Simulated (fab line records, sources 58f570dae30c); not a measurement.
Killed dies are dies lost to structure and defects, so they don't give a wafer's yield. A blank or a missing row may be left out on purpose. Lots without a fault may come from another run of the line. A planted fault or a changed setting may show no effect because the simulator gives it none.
Chamber matching | flow berkeley_cmos170 | UCB170_V2_CVD_00 on pecvd-02: 3 sister chambers
The step deposits SiO2 from TEOS/O2, target thk 2000 nm, time 250 s. 3 wafers are shown with their chamber, then 7 later ones without.

WAFERS WITH THEIR CHAMBER
wafer  | chamber | heater_power_w (W)
L244.1 | 0       | 309
L247.3 | 2       | 349
L247.4 | 1       | 303

WAFERS WITHOUT THEIR CHAMBER
wafer  | heater_power_w (W)
L247.6 | 343
L250.2 | 333
L250.4 | 295
L250.5 | 244
L252.2 | 270
L252.3 | 297
L252.6 | 260

WHICH CHAMBER EACH WENT THROUGH
wafer  | from the rows above          | in truth
L247.6 | can't be placed: 2 or 0 or 1 | 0
L250.2 | can't be placed: 2 or 0 or 1 | 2
L250.4 | can't be placed: 1 or 0 or 2 | 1
L250.5 | can't be placed: 1 or 0 or 2 | 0
L252.2 | can't be placed: 1 or 0 or 2 | 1
L252.3 | can't be placed: 1 or 0 or 2 | 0
L252.6 | can't be placed: 1 or 0 or 2 | 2
Placed correctly: 0 of 7. Can't be placed from these rows: 7 (the true chamber is among the candidates in 7). Placed wrongly: 0.
How it was worked out, from the rows above alone: a wafer's distance from a chamber is the root of the sum, over the readings, of the square of ((its reading less the chamber's mean) divided by the reading's scatter). The wafer belongs to the nearest chamber; if the next one is less than 2 further off, it can't be placed. A chamber's mean is the mean of its shown wafers. The scatter: with one shown wafer a chamber, the root of the mean of the squares of how far each hidden wafer lies from its nearest shown one.
